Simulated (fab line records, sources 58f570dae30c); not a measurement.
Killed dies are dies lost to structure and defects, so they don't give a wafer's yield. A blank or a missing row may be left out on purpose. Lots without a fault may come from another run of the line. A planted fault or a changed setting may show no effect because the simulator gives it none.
Which tool did it? | flow berkeley_cmos170 | 13 lots, 39 wafers sampled, at 2 steps of a route of 331

WHAT THE GAUGES READ, wafer by wafer
UCB170_PWELL_THK_MEAS_06.
lot  | measured    | on            | PWELL_NITRIDE_THK (nm)
L421 | day 3 10:41 | film_metro-02 | 223.7 223.0 223.4
L422 | day 3 14:16 | film_metro-01 | 222.5 222.7 221.9
L427 | day 4 19:13 | film_metro-03 | 210.4 210.4 211.3
L432 | day 5 23:31 | film_metro-02 | 220.5 218.8 222.6
L433 | day 5 23:31 | film_metro-01 | 221.9 221.2 221.4
L434 | day 6 16:54 | film_metro-01 | 220.0 220.8 221.3
L435 | day 6 16:55 | film_metro-02 | 221.5 222.1 219.8
L436 | day 7 00:27 | film_metro-02 | 220.8 223.1 222.7
L439 | day 7 21:41 | film_metro-03 | 219.4 220.4 221.6
L440 | day 7 21:41 | film_metro-01 | 218.1 217.8 219.8
L441 | day 8 03:40 | film_metro-02 | 221.4 222.0 222.0
L442 | day 8 03:42 | film_metro-03 | 220.2 220.1 219.3
L443 | day 8 03:40 | film_metro-01 | 221.8 222.9 224.3

WHICH TOOL RAN EACH LOT (tool, then ch and the chambers of the sampled wafers, then the start)
lot  | UCB170_PWELL_CVD_05
L421 | lpcvd-01 ch 0, day 3 08:46
L422 | lpcvd-02 ch 1, day 3 12:21
L427 | lpcvd-01 ch 1, day 4 17:17
L432 | lpcvd-02 ch 0, day 5 21:36
L433 | lpcvd-02 ch 0, day 5 21:36
L434 | lpcvd-02 ch 0, day 6 14:59
L435 | lpcvd-02 ch 1, day 6 14:59
L436 | lpcvd-02 ch 0, day 6 22:31
L439 | lpcvd-02 ch 1, day 7 19:45
L440 | lpcvd-02 ch 1, day 7 19:45
L441 | lpcvd-02 ch 1, day 8 01:45
L442 | lpcvd-02 ch 1, day 8 01:45
L443 | lpcvd-02 ch 1, day 8 01:45
- UCB170_PWELL_CVD_05: deposits Si3N4 from SiH2Cl2/NH3, target thk 220 nm, time 3300 s.

WHAT THE TOOLS THEMSELVES READ (means of the sampled wafers that have a number; where no wafer has one, the mark that the record gives instead)
UCB170_PWELL_CVD_05.
lot  | tool     | nh3_flow_sccm (sccm) | sih2cl2_flow_sccm (sccm) | zone_power_load_pct (%)
L421 | lpcvd-01 | 75.15                | 24.95                    | 21.4
L422 | lpcvd-02 | 75.21                | 24.96                    | 23.7
L427 | lpcvd-01 | 75.23                | 20.00                    | 20.5
L432 | lpcvd-02 | 74.62                | 24.98                    | 20.2
L433 | lpcvd-02 | 75.38                | 24.98                    | 20.5
L434 | lpcvd-02 | 75.05                | 25.03                    | 20.2
L435 | lpcvd-02 | 74.92                | 25.05                    | 23.7
L436 | lpcvd-02 | 74.93                | 24.98                    | 20.3
L439 | lpcvd-02 | 75.17                | 25.06                    | 23.8
L440 | lpcvd-02 | 75.00                | 24.99                    | 23.7
L441 | lpcvd-02 | 75.21                | 25.08                    | 23.7
L442 | lpcvd-02 | 75.23                | 24.97                    | 23.8
L443 | lpcvd-02 | 74.93                | 25.01                    | 23.7

THE ANSWER, worked out from the rows above alone
Rule: what is usual is taken from the lots themselves. Put in order of their means at a reading, lots are off if they are a third of the lots or fewer, leave a main group of 4 or more, and stand apart from it by a gap of 3 or more times the standard deviation of the main group's means; of several such gaps the widest counts. A main group whose means are all the same, to the digits that the tables above print for the reading, isn't used. A lot without any number at a reading at which 4 lots or more have one is off too. The other lots that the step has rows for count as sound. The gauges are gone through in route order, then the tools' own readings, and for those a lot's mean is taken as printed above. The first step at which some lot is off is used, and at that step the reading that is off furthest; a lot without a number counts as furthest.
Off: L427, at UCB170_PWELL_THK_MEAS_06 (PWELL_NITRIDE_THK). The main group: mean 221.3 nm, standard deviation 1.3.
A tool fits if, at a process step before that reading, it ran every lot that is off, and no sound lot after the first of them. The gauges at UCB170_PWELL_THK_MEAS_06 aren't tried: what is off there is off at UCB170_PWELL_CVD_05 too, on other tools, and a gauge's error can't cause that. One fits: lpcvd-01 at UCB170_PWELL_CVD_05. Its last sound lot is L421 (day 3 08:46), its first lot that is off L427 (day 4 17:17): a fault that began between those two fits.
The tool's own readings at UCB170_PWELL_CVD_05 bear it out: on the lots that are off they differ by more than 5 times the standard deviation of the sound lots' means. sih2cl2_flow_sccm reads 20.00 sccm there against 25.00 sccm on the sound lots.

WHAT THE SIMULATOR HAD PUT IN
Process parameter drift: lpcvd-01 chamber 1, from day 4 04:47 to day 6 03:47, at UCB170_PWELL_CVD_05. Setting sih2cl2_flow_sccm, moved by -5, from 25. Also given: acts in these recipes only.
Lots struck among those shown: L427. The rule above found the same.
